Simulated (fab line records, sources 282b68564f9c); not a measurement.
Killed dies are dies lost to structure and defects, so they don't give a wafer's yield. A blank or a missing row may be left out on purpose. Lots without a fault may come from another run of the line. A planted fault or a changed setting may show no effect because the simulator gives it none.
Tool commonality check | flow rit_cmos | 13 lots, 39 wafers sampled

WHY IT WAS OPENED
At RIT_GATE_CD_MEAS_16 the reading cd_nm is flagged on 1 of 13 lots. Wafers without a fault read 149.4 nm, standard deviation 2.5.
Rule: a lot is flagged when every wafer of it that has a number lies more than 4 standard deviations from that mean, or none has a number. The other lots count as sound.

lot  | measured    | on        | cd_nm (nm), wafer by wafer | flag
L248 | day 2 14:55 | cd_sem-02 | 147.3 145.8 144.6          |
L249 | day 2 22:02 | cd_sem-02 | 149.5 152.2 152.4          |
L250 | day 3 01:21 | cd_sem-01 | 150.6 149.5 147.6          |
L251 | day 3 06:20 | cd_sem-01 | 146.5 145.8 145.1          |
L252 | day 3 14:46 | cd_sem-01 | 146.6 147.5 149.4          |
L254 | day 4 01:22 | cd_sem-02 | 162.0 161.4 161.7          | FLAGGED
L256 | day 4 09:32 | cd_sem-02 | 152.8 152.6 150.3          |
L259 | day 4 23:00 | cd_sem-02 | 150.1 147.9 148.4          |
L262 | day 5 15:35 | cd_sem-02 | 153.1 150.0 151.9          |
L264 | day 6 00:16 | cd_sem-02 | 152.7 151.2 151.5          |
L267 | day 6 15:02 | cd_sem-02 | 149.9 147.4 149.1          |
L269 | day 6 22:47 | cd_sem-01 | 150.4 150.4 150.9          |
L271 | day 7 09:04 | cd_sem-02 | 146.9 146.4 148.3          |
The numbers of the flagged lots are 161.7 nm on average: +12.3 nm against the usual, or +5 standard deviations.

WHICH TOOL RAN EACH LOT
The record holds 1 process step before the reading, out of a route of 202 steps. In each cell: the tool, then ch and the chambers that the sampled wafers went through, then the start.
lot  | flag    | RIT_GATE_EXPOSE_13
L248 |         | iline_stepper-01 ch 0, day 2 14:31
L249 |         | iline_stepper-01 ch 0, day 2 21:38
L250 |         | iline_stepper-01 ch 0, day 3 00:57
L251 |         | iline_stepper-02 ch 0, day 3 05:56
L252 |         | iline_stepper-02 ch 0, day 3 14:22
L254 | FLAGGED | iline_stepper-02 ch 0, day 4 00:58
L256 |         | iline_stepper-01 ch 0, day 4 09:02
L259 |         | iline_stepper-02 ch 0, day 4 22:36
L262 |         | iline_stepper-02 ch 0, day 5 15:11
L264 |         | iline_stepper-02 ch 0, day 5 23:52
L267 |         | iline_stepper-01 ch 0, day 6 14:38
L269 |         | iline_stepper-02 ch 0, day 6 22:23
L271 |         | iline_stepper-02 ch 0, day 7 08:40
What these steps do:
- RIT_GATE_EXPOSE_13: exposes mask M6, target cd 150 nm.
- RIT_GATE_CD_MEAS_16: target cd 150 nm.

FLAGGED OVER TOTAL, TOOL BY TOOL (the gauges that took the reading come last)
step                | tool             | lots run | flagged | share of the flagged lots | sound lots run after its first flagged lot
RIT_GATE_EXPOSE_13  | iline_stepper-01 | 5        | 0       | none                      | -
RIT_GATE_EXPOSE_13  | iline_stepper-02 | 8        | 1       | all                       | 5 (L259,L262,L264,L269,L271)
RIT_GATE_CD_MEAS_16 | cd_sem-01        | 4        | 0       | none                      | -
RIT_GATE_CD_MEAS_16 | cd_sem-02        | 9        | 1       | all                       | 6 (L256,L259,L262,L264,L267,L271)

WHAT THE TABLE ALLOWS
2 rows of the table ran every flagged lot: iline_stepper-02 at RIT_GATE_EXPOSE_13, cd_sem-02 at RIT_GATE_CD_MEAS_16.
- iline_stepper-02 at RIT_GATE_EXPOSE_13: 1 of its 8 lots flagged. Sound lots ran on it after the first flagged one (L259, L262, L264, L269, L271), which a lasting fault on the whole tool wouldn't allow.
- cd_sem-02 at RIT_GATE_CD_MEAS_16: 1 of its 9 lots flagged. Sound lots ran on it after the first flagged one (L256, L259, L262, L264, L267, L271), which a lasting fault on the whole tool wouldn't allow.
No row of the table ran every flagged lot and no sound lot after the first.

WHAT THE SIMULATOR HAD PUT IN
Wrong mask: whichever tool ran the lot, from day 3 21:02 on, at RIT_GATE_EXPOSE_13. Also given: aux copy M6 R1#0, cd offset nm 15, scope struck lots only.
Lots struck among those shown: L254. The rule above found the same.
